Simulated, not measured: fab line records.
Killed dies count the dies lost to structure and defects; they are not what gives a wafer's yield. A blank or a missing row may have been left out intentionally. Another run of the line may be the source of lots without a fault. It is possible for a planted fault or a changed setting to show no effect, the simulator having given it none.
Comparing a struck lot with a sound one ; flow berkeley-cmos170 ; 17 out of 331 route steps
Sound: wafers L261.2, L261.3, L261.5. Struck: wafer L274.5. At the end, the cause is stated.
Per side, at each step with rows, come the tool, then ch with its chambers, and then its first start. Under that, the readings that differ: sound wafers ; struck wafers ; difference of the means ; sigmas: that difference in standard deviations of wafers without a fault.
alike: readings with means less than 2 such deviations apart, plus words and numbers identical on both sides. not compared: withheld readings, readings lacking a value on some wafer, bounds such as >300 that could conceal the same value, and numbers that have no deviation in the record and whose values overlap.
Wherever a step has rows on one side only, a row that says differs or no value, or a row with sigmas, the two part there. When numbers do not overlap yet have no deviation, they are printed without sigmas and do not part them. A reading that every wafer of one side lacks parts them only if that side has two wafers or more.

first, 3 steps without rows for these wafers: UCB170_BACKSIDE_HMDS_00 (prime time 60 s); UCB170_BACKSIDE_COAT_01 (resist thk 900 nm); UCB170_BACKSIDE_SOFTBAKE_02 (time 60 s).
UCB170_BACKSIDE_STRIP_03: strips in O2.
  sound on plasma-asher-02 ch 0,1, day 8 08:35; struck on plasma-asher-02 ch 1, day 11 02:53
  alike: drypump-motor-current-A, oes-product-au, strip-time-to-endpoint-s
  not compared: rf-hours-counter-h
then, 1 step without rows for these wafers: UCB170_BACKSIDE_CLEAN_04 (cleans in SPM, time 600 s).
UCB170_SDANNEAL_RTA_00: time 10 s.
  sound on rtp-anneal-01 ch 0, day 8 08:52; struck on rtp-anneal-02 ch 0, day 11 03:09
reading;sound;struck;difference;sigmas
lamp-power-pct (%);27.2 27.2 27.2;23.7;-3.5;-2
  alike: wafer_temp_C_max
UCB170_SDANNEAL_RTA_01: time 5 s.
  sound on rtp-anneal-01 ch 0, day 8 08:56; struck on rtp-anneal-02 ch 0, day 11 03:13
  alike: lamp-power-pct, wafer_temp_C_max
UCB170_SDANNEAL_RS_MEAS_02: measurement is done with a four-point probe.
  struck on film-metro-02, day 11 03:19; sound on film-metro-04, day 8 09:00
  alike: PSD_RS
UCB170_SDANNEAL_RS_MEAS_03: measurement is done with a four-point probe.
  struck on film-metro-02, day 11 03:26; sound on film-metro-04, day 8 09:07
  alike: NSD_RS
UCB170_SDANNEAL_RS_MEAS_04: measurement is done with a four-point probe.
  struck on film-metro-02, day 11 03:33; sound on film-metro-04, day 8 09:14
  alike: PLDD_RS
UCB170_SDANNEAL_RS_MEAS_05: measurement is done with a four-point probe.
  struck on film-metro-02, day 11 03:40; sound on film-metro-04, day 8 09:22
  alike: NLDD_RS
then, 1 step without rows for these wafers: UCB170_SILICIDE_PRE_CLEAN_00 (preclean etch time 60 s).
UCB170_SILICIDE_SPUTTER_01: material Ti, target thk 30 nm, time 25 s.
  struck on pvd-sputter-02, day 11 03:48; sound on pvd-sputter-02, day 8 09:32
reading;sound;struck;difference;sigmas
model.Ti_of_SILICIDE_SPUTTER_01.thk-nm (nm);29.48 29.71 29.75;20.81;-8.84;
  alike: throttle-valve-pct
UCB170_SILICIDE_RS_MEAS_02: measurement is done with a four-point probe.
  struck on film-metro-01, day 11 04:11; sound on film-metro-04, day 8 09:35
reading;sound;struck;difference;sigmas
SILICIDE_TI_RS (ohm/sq);26.6 26.3 26.3;40.8;+14.4;+38
  not compared: hold
UCB170_SILICIDE_THK_MEAS_03: measures by xrf.
  struck on film-metro-01, day 11 05:23; sound on film-metro-04, day 8 09:41
reading;sound;struck;difference;sigmas
SILICIDE_TI_THK (nm);29.4 29.6 29.8;20.8;-8.8;-23
  not compared: hold
UCB170_SILICIDE_RTA_04: time 15 s.
  sound on rtp-anneal-01 ch 0, day 8 09:45; struck on rtp-anneal-01 ch 0, day 11 07:06
reading;sound;struck;difference;sigmas
hold;- - -;await-dispo/1.6h/release;no value on the sound wafers;
  alike: lamp-power-pct, wafer_temp_C_max
following that, these wafers have no rows for 1 step: UCB170_M3_PROBE_99.

WHERE THEY PART
Earliest at UCB170_SDANNEAL_RTA_00; latest, in this record, at UCB170_SILICIDE_RTA_04.

WHY: whatever the simulator had introduced
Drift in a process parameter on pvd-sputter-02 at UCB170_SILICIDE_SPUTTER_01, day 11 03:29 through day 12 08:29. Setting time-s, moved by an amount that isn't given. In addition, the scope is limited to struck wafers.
